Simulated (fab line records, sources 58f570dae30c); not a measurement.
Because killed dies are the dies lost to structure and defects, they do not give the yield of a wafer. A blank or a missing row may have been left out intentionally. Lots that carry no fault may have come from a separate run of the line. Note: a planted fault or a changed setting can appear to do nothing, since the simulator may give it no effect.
fab line records || flow berkeley_cmos170
[record] {"lots": 6, "wafers": 18, "last_day": 12}
route steps=331 shown FIELD@89 SACOX@97 SCREENOX@100
lots that met no fault: taken from a fault-free run of the same line
start_h: start of the lot's first displayed wafer, in hours after the record's first day || wait_h: hours since the lot's step before || " unchanged from the row above || L1.1+2: a single row standing in for several wafers || - value missing, or start not given || * or withheld: withheld || < > ~ a bound
route shown NAME@n: a module of which the file shows steps, and the number in the route of the first || usual: mean and standard deviation over wafers with no fault || same: alike in all rows || chamber/n: place in a boat || sites: each site's reading || _std_site: standard deviation across them || _edge_site: the outer-site mean with the inner-site mean subtracted || radius_mm: for every site, how far away it sits from the centre of the wafer || mask NAME#n: copy n || behind: the tool/chamber that last shaped the wafer || hold: why the lot was held/for how many hours/how that ended || device: transistor that didn't switch, given as n, p or np || end of line: the route-end tests of the same wafers || step lacking rows: just its recipe || killed: dies lost to structure and defects at the first sort, not the wafer's yield || map: the dies of a wafer, with x for killed, . for not killed, _ for no die there
set.NAME: the setting the step ran with; set.NAME@STEP: the setting that earlier step ran with || model.NAME: the simulator's own value behind a step, which no gauge read
lots at some steps of the route; a table a step, a row a wafer
services: a tool's chamber out of use, with start hour (start_h, from the record's first day; less than 0 if before it), hours out, and reason
[[steps]]
[step UCB170_FIELD_CLEAN_00]
[recipe] {"chemistry": "dHF", "dilution": "25:1", "time_s": 7.5}
[step UCB170_FIELD_OXIDATION_01]
[recipe] {"temp_c": 1000, "ambient": "H2O", "p_h2o_torr": 584.62, "target_thk_a": 5583, "ox_time_s": 7200}
[step UCB170_FIELD_THK_MEAS_02]
[recipe] {"reads": "SiO2_of_FIELD_OXIDATION_01"}
[usual] {"FIELD_OXIDE_THK": "555/9.2"}
{"lot.wafer": "L864.2", "tool": "film_metro-03", "chamber": "-", "start_h": 137.33, "wait_h": 0.0, "FIELD_OXIDE_THK[nm]": 554}
{"lot.wafer": "L864.3", "tool": "film_metro-03", "chamber": "-", "start_h": 137.33, "wait_h": 0.0, "FIELD_OXIDE_THK[nm]": 564}
{"lot.wafer": "L864.5", "tool": "film_metro-03", "chamber": "-", "start_h": 137.33, "wait_h": 0.0, "FIELD_OXIDE_THK[nm]": 546}
{"lot.wafer": "L869.1", "tool": "film_metro-03", "chamber": "-", "start_h": 144.35, "wait_h": 0.0, "FIELD_OXIDE_THK[nm]": 562}
{"lot.wafer": "L869.2", "tool": "film_metro-03", "chamber": "-", "start_h": 144.35, "wait_h": 0.0, "FIELD_OXIDE_THK[nm]": 557}
{"lot.wafer": "L869.6", "tool": "film_metro-03", "chamber": "-", "start_h": 144.35, "wait_h": 0.0, "FIELD_OXIDE_THK[nm]": 554}
{"lot.wafer": "L871.1", "tool": "film_metro-04", "chamber": "-", "start_h": 166.47, "wait_h": 0.0, "FIELD_OXIDE_THK[nm]": 530}
{"lot.wafer": "L871.4", "tool": "film_metro-04", "chamber": "-", "start_h": 166.47, "wait_h": 0.0, "FIELD_OXIDE_THK[nm]": 528}
{"lot.wafer": "L871.5", "tool": "film_metro-04", "chamber": "-", "start_h": 166.47, "wait_h": 0.0, "FIELD_OXIDE_THK[nm]": 533}
{"lot.wafer": "L872.1", "tool": "film_metro-03", "chamber": "-", "start_h": 166.47, "wait_h": 0.0, "FIELD_OXIDE_THK[nm]": 563}
{"lot.wafer": "L872.3", "tool": "film_metro-03", "chamber": "-", "start_h": 166.47, "wait_h": 0.0, "FIELD_OXIDE_THK[nm]": 559}
{"lot.wafer": "L872.6", "tool": "film_metro-03", "chamber": "-", "start_h": 166.47, "wait_h": 0.0, "FIELD_OXIDE_THK[nm]": 559}
{"lot.wafer": "L876.3", "tool": "film_metro-02", "chamber": "-", "start_h": 179.92, "wait_h": 0.0, "FIELD_OXIDE_THK[nm]": 542}
{"lot.wafer": "L876.4", "tool": "film_metro-02", "chamber": "-", "start_h": 179.92, "wait_h": 0.0, "FIELD_OXIDE_THK[nm]": 544}
{"lot.wafer": "L876.5", "tool": "film_metro-02", "chamber": "-", "start_h": 179.92, "wait_h": 0.0, "FIELD_OXIDE_THK[nm]": 542}
{"lot.wafer": "L881.1", "tool": "film_metro-04", "chamber": "-", "start_h": 204.32, "wait_h": 0.0, "FIELD_OXIDE_THK[nm]": 563}
{"lot.wafer": "L881.2", "tool": "film_metro-04", "chamber": "-", "start_h": 204.32, "wait_h": 0.0, "FIELD_OXIDE_THK[nm]": 563}
{"lot.wafer": "L881.3", "tool": "film_metro-04", "chamber": "-", "start_h": 204.32, "wait_h": 0.0, "FIELD_OXIDE_THK[nm]": 553}
[step UCB170_FIELD_ANNEAL_03]
[recipe] {"temp_c": 1000, "time_s": 1200, "ambient": "N2"}
[step UCB170_FIELD_WET_ETCH_04]
[recipe] {"chemistry": "dHF", "dilution": "10:1", "target": "SiO2", "temp_c": 25, "time_s": 61.03}
[step UCB170_FIELD_WET_ETCH_05]
[recipe] {"chemistry": "H3PO4", "target": "Si3N4", "temp_c": 160, "time_s": 12600}
[step UCB170_FIELD_WET_ETCH_06]
[recipe] {"chemistry": "BOE", "dilution": "5:1", "target": "SiO2", "temp_c": 25, "time_s": 22}
[step UCB170_FIELD_THK_MEAS_90]
[recipe] {"reads": "SiO2_of_FIELD_OXIDATION_01"}
[usual] {"FIELD_OXIDE_LEFT_1_THK": "438/9.5"}
{"lot.wafer": "L864.2", "tool": "film_metro-02", "chamber": "-", "start_h": 145.82, "wait_h": 0.0, "FIELD_OXIDE_LEFT_1_THK[nm]": 437}
{"lot.wafer": "L864.3", "tool": "film_metro-02", "chamber": "-", "start_h": 145.82, "wait_h": 0.0, "FIELD_OXIDE_LEFT_1_THK[nm]": 447}
{"lot.wafer": "L864.5", "tool": "film_metro-02", "chamber": "-", "start_h": 145.82, "wait_h": 0.0, "FIELD_OXIDE_LEFT_1_THK[nm]": 429}
{"lot.wafer": "L869.1", "tool": "film_metro-04", "chamber": "-", "start_h": 153.58, "wait_h": 0.0, "FIELD_OXIDE_LEFT_1_THK[nm]": 443}
{"lot.wafer": "L869.2", "tool": "film_metro-04", "chamber": "-", "start_h": 153.58, "wait_h": 0.0, "FIELD_OXIDE_LEFT_1_THK[nm]": 439}
{"lot.wafer": "L869.6", "tool": "film_metro-04", "chamber": "-", "start_h": 153.58, "wait_h": 0.0, "FIELD_OXIDE_LEFT_1_THK[nm]": 436}
{"lot.wafer": "L871.1", "tool": "film_metro-03", "chamber": "-", "start_h": 175.54, "wait_h": 0.0, "FIELD_OXIDE_LEFT_1_THK[nm]": 412}
{"lot.wafer": "L871.4", "tool": "film_metro-03", "chamber": "-", "start_h": 175.54, "wait_h": 0.0, "FIELD_OXIDE_LEFT_1_THK[nm]": 411}
{"lot.wafer": "L871.5", "tool": "film_metro-03", "chamber": "-", "start_h": 175.54, "wait_h": 0.0, "FIELD_OXIDE_LEFT_1_THK[nm]": 415}
{"lot.wafer": "L872.1", "tool": "film_metro-02", "chamber": "-", "start_h": 175.54, "wait_h": 0.0, "FIELD_OXIDE_LEFT_1_THK[nm]": 446}
{"lot.wafer": "L872.3", "tool": "film_metro-02", "chamber": "-", "start_h": 175.54, "wait_h": 0.0, "FIELD_OXIDE_LEFT_1_THK[nm]": 441}
{"lot.wafer": "L872.6", "tool": "film_metro-02", "chamber": "-", "start_h": 175.54, "wait_h": 0.0, "FIELD_OXIDE_LEFT_1_THK[nm]": 441}
{"lot.wafer": "L876.3", "tool": "film_metro-04", "chamber": "-", "start_h": 186.30, "wait_h": 0.0, "FIELD_OXIDE_LEFT_1_THK[nm]": 423}
{"lot.wafer": "L876.4", "tool": "film_metro-04", "chamber": "-", "start_h": 186.30, "wait_h": 0.0, "FIELD_OXIDE_LEFT_1_THK[nm]": 426}
{"lot.wafer": "L876.5", "tool": "film_metro-04", "chamber": "-", "start_h": 186.30, "wait_h": 0.0, "FIELD_OXIDE_LEFT_1_THK[nm]": 424}
{"lot.wafer": "L881.1", "tool": "film_metro-03", "chamber": "-", "start_h": 214.63, "wait_h": 0.1, "FIELD_OXIDE_LEFT_1_THK[nm]": 447}
{"lot.wafer": "L881.2", "tool": "film_metro-03", "chamber": "-", "start_h": 214.63, "wait_h": 0.1, "FIELD_OXIDE_LEFT_1_THK[nm]": 446}
{"lot.wafer": "L881.3", "tool": "film_metro-03", "chamber": "-", "start_h": 214.63, "wait_h": 0.1, "FIELD_OXIDE_LEFT_1_THK[nm]": 437}
[step UCB170_SACOX_CLEAN_00]
[recipe] {"chemistry": "dHF", "dilution": "25:1", "time_s": 7.5}
[step UCB170_SACOX_OXIDATION_01]
[recipe] {"temp_c": 900, "ambient": "O2", "target_thk_a": 144, "ox_time_s": 2400}
[step UCB170_SACOX_THK_MEAS_02]
[recipe] {"reads": "SiO2_of_SACOX_OXIDATION_01"}
[usual] {"SACOX_OXIDE_THK": "14.41/0.28"}
{"lot.wafer": "L864.2", "tool": "film_metro-02", "chamber": "-", "start_h": 151.61, "wait_h": 0.0, "SACOX_OXIDE_THK[nm]": 14.61}
{"lot.wafer": "L864.3", "tool": "film_metro-02", "chamber": "-", "start_h": 151.61, "wait_h": 0.0, "SACOX_OXIDE_THK[nm]": 14.27}
{"lot.wafer": "L864.5", "tool": "film_metro-02", "chamber": "-", "start_h": 151.61, "wait_h": 0.0, "SACOX_OXIDE_THK[nm]": 14.17}
{"lot.wafer": "L869.1", "tool": "film_metro-02", "chamber": "-", "start_h": 159.47, "wait_h": 0.0, "SACOX_OXIDE_THK[nm]": 14.18}
{"lot.wafer": "L869.2", "tool": "film_metro-02", "chamber": "-", "start_h": 159.47, "wait_h": 0.0, "SACOX_OXIDE_THK[nm]": 14.38}
{"lot.wafer": "L869.6", "tool": "film_metro-02", "chamber": "-", "start_h": 159.47, "wait_h": 0.0, "SACOX_OXIDE_THK[nm]": 14.33}
{"lot.wafer": "L871.1", "tool": "film_metro-01", "chamber": "-", "start_h": 183.36, "wait_h": 0.0, "SACOX_OXIDE_THK[nm]": 14.17}
{"lot.wafer": "L871.4", "tool": "film_metro-01", "chamber": "-", "start_h": 183.36, "wait_h": 0.0, "SACOX_OXIDE_THK[nm]": 14.20}
{"lot.wafer": "L871.5", "tool": "film_metro-01", "chamber": "-", "start_h": 183.36, "wait_h": 0.0, "SACOX_OXIDE_THK[nm]": 14.32}
{"lot.wafer": "L872.1", "tool": "film_metro-04", "chamber": "-", "start_h": 183.36, "wait_h": 0.0, "SACOX_OXIDE_THK[nm]": 14.37}
{"lot.wafer": "L872.3", "tool": "film_metro-04", "chamber": "-", "start_h": 183.36, "wait_h": 0.0, "SACOX_OXIDE_THK[nm]": 14.71}
{"lot.wafer": "L872.6", "tool": "film_metro-04", "chamber": "-", "start_h": 183.36, "wait_h": 0.0, "SACOX_OXIDE_THK[nm]": 14.45}
{"lot.wafer": "L876.3", "tool": "film_metro-01", "chamber": "-", "start_h": 191.92, "wait_h": 0.0, "SACOX_OXIDE_THK[nm]": 14.09}
{"lot.wafer": "L876.4", "tool": "film_metro-01", "chamber": "-", "start_h": 191.92, "wait_h": 0.0, "SACOX_OXIDE_THK[nm]": 14.46}
{"lot.wafer": "L876.5", "tool": "film_metro-01", "chamber": "-", "start_h": 191.92, "wait_h": 0.0, "SACOX_OXIDE_THK[nm]": 14.32}
{"lot.wafer": "L881.1", "tool": "film_metro-04", "chamber": "-", "start_h": 218.61, "wait_h": 0.0, "SACOX_OXIDE_THK[nm]": 14.28}
{"lot.wafer": "L881.2", "tool": "film_metro-04", "chamber": "-", "start_h": 218.61, "wait_h": 0.0, "SACOX_OXIDE_THK[nm]": 14.54}
{"lot.wafer": "L881.3", "tool": "film_metro-04", "chamber": "-", "start_h": 218.61, "wait_h": 0.0, "SACOX_OXIDE_THK[nm]": 14.41}
[step UCB170_SCREENOX_WET_ETCH_00]
[recipe] {"chemistry": "dHF", "dilution": "25:1", "target": "SiO2", "temp_c": 25, "time_s": 200}
[step UCB170_SCREENOX_OXIDATION_01]
[recipe] {"temp_c": 900, "ambient": "O2", "target_thk_a": 144, "ox_time_s": 2400}
[usual] {"ox_temp_c": "900.1/0.36", "ox_temp_c_max": "903.0/1.4", "zone_power_centre_pct": "44.4/0.66"}
{"lot.wafer": "L864.2", "tool": "furnace-01", "chamber": 0, "start_h": 156.45, "wait_h": 4.6, "ox_temp_c": 900.3, "ox_temp_c_max": 904.6, "zone_power_centre_pct": 45.0}
{"lot.wafer": "L864.3", "tool": "furnace-01", "chamber": 0, "start_h": 156.45, "wait_h": 4.6, "ox_temp_c": 899.8, "ox_temp_c_max": 903.3, "zone_power_centre_pct": 46.8}
{"lot.wafer": "L864.5", "tool": "furnace-01", "chamber": 0, "start_h": 156.45, "wait_h": 4.6, "ox_temp_c": 900.0, "ox_temp_c_max": 904.8, "zone_power_centre_pct": 44.6}
{"lot.wafer": "L869.1", "tool": "furnace-04", "chamber": 0, "start_h": 163.83, "wait_h": 4.2, "ox_temp_c": 899.7, "ox_temp_c_max": 902.3, "zone_power_centre_pct": 43.8}
{"lot.wafer": "L869.2", "tool": "furnace-04", "chamber": 0, "start_h": 163.83, "wait_h": 4.2, "ox_temp_c": 900.0, "ox_temp_c_max": 902.0, "zone_power_centre_pct": 43.8}
{"lot.wafer": "L869.6", "tool": "furnace-04", "chamber": 0, "start_h": 163.83, "wait_h": 4.2, "ox_temp_c": 900.0, "ox_temp_c_max": 901.7, "zone_power_centre_pct": 44.5}
{"lot.wafer": "L871.1", "tool": "furnace-04", "chamber": "-", "start_h": 185.88, "wait_h": 1.3, "ox_temp_c": "-", "ox_temp_c_max": "-", "zone_power_centre_pct": "-"}
{"lot.wafer": "L871.4", "tool": "furnace-04", "chamber": "-", "start_h": 185.88, "wait_h": 1.3, "ox_temp_c": "-", "ox_temp_c_max": "-", "zone_power_centre_pct": "-"}
{"lot.wafer": "L871.5", "tool": "furnace-04", "chamber": "-", "start_h": 185.88, "wait_h": 1.3, "ox_temp_c": "-", "ox_temp_c_max": "-", "zone_power_centre_pct": "-"}
{"lot.wafer": "L872.1", "tool": "furnace-04", "chamber": "-", "start_h": 185.88, "wait_h": 1.3, "ox_temp_c": "-", "ox_temp_c_max": "-", "zone_power_centre_pct": "-"}
{"lot.wafer": "L872.3", "tool": "furnace-04", "chamber": "-", "start_h": 185.88, "wait_h": 1.3, "ox_temp_c": "-", "ox_temp_c_max": "-", "zone_power_centre_pct": "-"}
{"lot.wafer": "L872.6", "tool": "furnace-04", "chamber": "-", "start_h": 185.88, "wait_h": 1.3, "ox_temp_c": "-", "ox_temp_c_max": "-", "zone_power_centre_pct": "-"}
{"lot.wafer": "L876.3", "tool": "furnace-04", "chamber": 0, "start_h": 196.15, "wait_h": 4.1, "ox_temp_c": 900.1, "ox_temp_c_max": 902.5, "zone_power_centre_pct": 45.0}
{"lot.wafer": "L876.4", "tool": "furnace-04", "chamber": 0, "start_h": 196.15, "wait_h": 4.1, "ox_temp_c": 900.1, "ox_temp_c_max": 902.0, "zone_power_centre_pct": 44.4}
{"lot.wafer": "L876.5", "tool": "furnace-04", "chamber": 0, "start_h": 196.15, "wait_h": 4.1, "ox_temp_c": 900.2, "ox_temp_c_max": 902.6, "zone_power_centre_pct": 44.9}
{"lot.wafer": "L881.1", "tool": "furnace-04", "chamber": 0, "start_h": 223.15, "wait_h": 4.3, "ox_temp_c": 900.1, "ox_temp_c_max": 903.1, "zone_power_centre_pct": 44.5}
{"lot.wafer": "L881.2", "tool": "furnace-04", "chamber": 0, "start_h": 223.15, "wait_h": 4.3, "ox_temp_c": 899.5, "ox_temp_c_max": 902.2, "zone_power_centre_pct": 44.4}
{"lot.wafer": "L881.3", "tool": "furnace-04", "chamber": 0, "start_h": 223.15, "wait_h": 4.3, "ox_temp_c": 900.0, "ox_temp_c_max": 902.4, "zone_power_centre_pct": 44.3}
[[services]]
{"tool": "furnace-01", "chamber": "-", "start_h": 166.47, "hours": 3.3, "kind": "pm"}
{"tool": "furnace-01", "chamber": "-", "start_h": 191.73, "hours": 3.9, "kind": "pm"}
{"tool": "furnace-04", "chamber": "-", "start_h": 211.32, "hours": 3.9, "kind": "pm"}
[[key]]
[first_sign] {"step": "UCB170_SCREENOX_OXIDATION_01", "reading": "tool_record", "direction": "missing"}
effect none on later readings
met_at UCB170_SCREENOX_OXIDATION_01
struck_wafers L871.1,L871.4,L871.5,L872.1,L872.3,L872.6
later_rows_left_out L871.1,L871.4,L871.5,L872.1,L872.3,L872.6
sort_left_out L871.1,L871.4,L871.5,L872.1,L872.3,L872.6
tester_left_out L871,L872
onset_between 163.83 185.88
[fault] {"kind": "skipped_step_whole", "tool": "furnace-04", "chamber": "-", "onset_h": 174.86, "steps": "UCB170_SCREENOX_OXIDATION_01", "scope": "struck_lots_only"}
// tester_left_out: of these lots the tester's yield and bins aren't shown, on N5 and GAA mostly nor the transistor test; their killed dies are dies lost to structure and defects alone, not to doping, threshold or leakage, so they don't give the yield
// sort_left_out: the simulated sort isn't trusted on such a fault, so these wafers' sort isn't shown, and their yield isn't known
// later_rows_left_out: the simulator's readings of these wafers behind a module that went badly wrong aren't trusted and aren't shown, but for the sort
